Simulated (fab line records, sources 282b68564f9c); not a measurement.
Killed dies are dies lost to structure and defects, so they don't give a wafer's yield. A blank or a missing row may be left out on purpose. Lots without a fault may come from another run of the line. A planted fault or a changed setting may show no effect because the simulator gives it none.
Which tool did it? | flow rit_cmos | 14 lots, 42 wafers sampled, at 2 steps of a route of 202

WHAT THE GAUGES READ, wafer by wafer
RIT_GATE_THK_MEAS_07.
lot  | measured    | on            | GATE_OXIDE_THK (nm)
L621 | day 2 09:53 | film_metro-01 | 3.10 3.12 3.11
L622 | day 2 15:41 | film_metro-04 | 3.05 3.01 2.97
L623 | day 2 22:52 | film_metro-03 | 3.07 3.06 3.09
L625 | day 3 07:16 | film_metro-03 | 3.12 3.08 3.06
L626 | day 3 12:02 | film_metro-04 | 3.07 3.04 3.05
L627 | day 3 18:53 | film_metro-01 | 3.07 3.06 3.06
L628 | day 4 01:34 | film_metro-03 | 3.01 3.01 3.00
L629 | day 4 03:04 | film_metro-04 | 3.03 3.02 3.00
L630 | day 4 06:24 | film_metro-04 | 3.05 3.02 3.08
L631 | day 4 12:49 | film_metro-01 | 2.97 3.09 2.97
L632 | day 4 20:19 | film_metro-04 | 5.06 5.04 5.03
L637 | day 5 23:38 | film_metro-04 | 4.90 4.97 5.01
L642 | day 6 19:02 | film_metro-03 | 3.15 3.16 3.07
L643 | day 7 00:11 | film_metro-04 | 3.16 3.09 3.12

WHICH TOOL RAN EACH LOT (tool, then ch and the chambers of the sampled wafers, then the start)
lot  | RIT_GATE_OXIDATION_05
L621 | furnace-04 ch 0, day 2 08:32
L622 | furnace-04 ch 0, day 2 13:03
L623 | furnace-02 ch 0, day 2 18:58
L625 | furnace-04 ch 0, day 3 05:57
L626 | furnace-02 ch 0, day 3 10:42
L627 | furnace-02 ch 0, day 3 16:13
L628 | furnace-02 ch 0, day 4 00:14
L629 | furnace-04 ch 0, day 4 01:43
L630 | furnace-02 ch 0, day 4 05:03
L631 | furnace-02 ch 0, day 4 11:29
L632 | furnace-04 ch 0, day 4 16:43
L637 | furnace-04 ch 0, day 5 18:10
L642 | furnace-01 ch 0, day 6 17:41
L643 | furnace-02 ch 0, day 6 22:50
- RIT_GATE_OXIDATION_05: target thk 3 nm, ox time 270 s.

WHAT THE TOOLS THEMSELVES READ (means of the sampled wafers that have a number; where no wafer has one, the mark that the record gives instead)
RIT_GATE_OXIDATION_05.
lot  | tool       | ox_temp_c_max | zone_power_source_pct (%)
L621 | furnace-04 | 902.9         | 25.4
L622 | furnace-04 | 901.6         | 25.7
L623 | furnace-02 | 903.4         | 29.3
L625 | furnace-04 | 902.6         | 25.5
L626 | furnace-02 | 903.7         | 29.4
L627 | furnace-02 | 904.3         | 29.4
L628 | furnace-02 | 903.5         | 29.1
L629 | furnace-04 | 903.1         | 25.7
L630 | furnace-02 | 904.1         | 29.1
L631 | furnace-02 | 903.5         | 29.2
L632 | furnace-04 | 902.5         | 25.5
L637 | furnace-04 | 902.3         | 25.5
L642 | furnace-01 | 904.1         | 27.9
L643 | furnace-02 | 902.6         | 29.3

THE ANSWER, worked out from the rows above alone
Rule: what is usual is taken from the lots themselves. Put in order of their means at a reading, lots are off if they are a third of the lots or fewer, leave a main group of 4 or more, and stand apart from it by a gap of 3 or more times the standard deviation of the main group's means; of several such gaps the widest counts. A main group whose means are all the same, to the digits that the tables above print for the reading, isn't used. A lot without any number at a reading at which 4 lots or more have one is off too. The other lots that the step has rows for count as sound. The gauges are gone through in route order, then the tools' own readings, and for those a lot's mean is taken as printed above. The first step at which some lot is off is used, and at that step the reading that is off furthest; a lot without a number counts as furthest.
Off: L632, L637, at RIT_GATE_THK_MEAS_07 (GATE_OXIDE_THK). The main group: mean 3.06 nm, standard deviation 0.043.
A tool fits if, at a process step before that reading, it ran every lot that is off, and no sound lot after the first of them. The gauges at RIT_GATE_THK_MEAS_07 are tried like those tools. One fits: furnace-04 at RIT_GATE_OXIDATION_05. Its last sound lot is L629 (day 4 01:43), its first lot that is off L632 (day 4 16:43): a fault that began between those two fits.

WHAT THE SIMULATOR HAD PUT IN
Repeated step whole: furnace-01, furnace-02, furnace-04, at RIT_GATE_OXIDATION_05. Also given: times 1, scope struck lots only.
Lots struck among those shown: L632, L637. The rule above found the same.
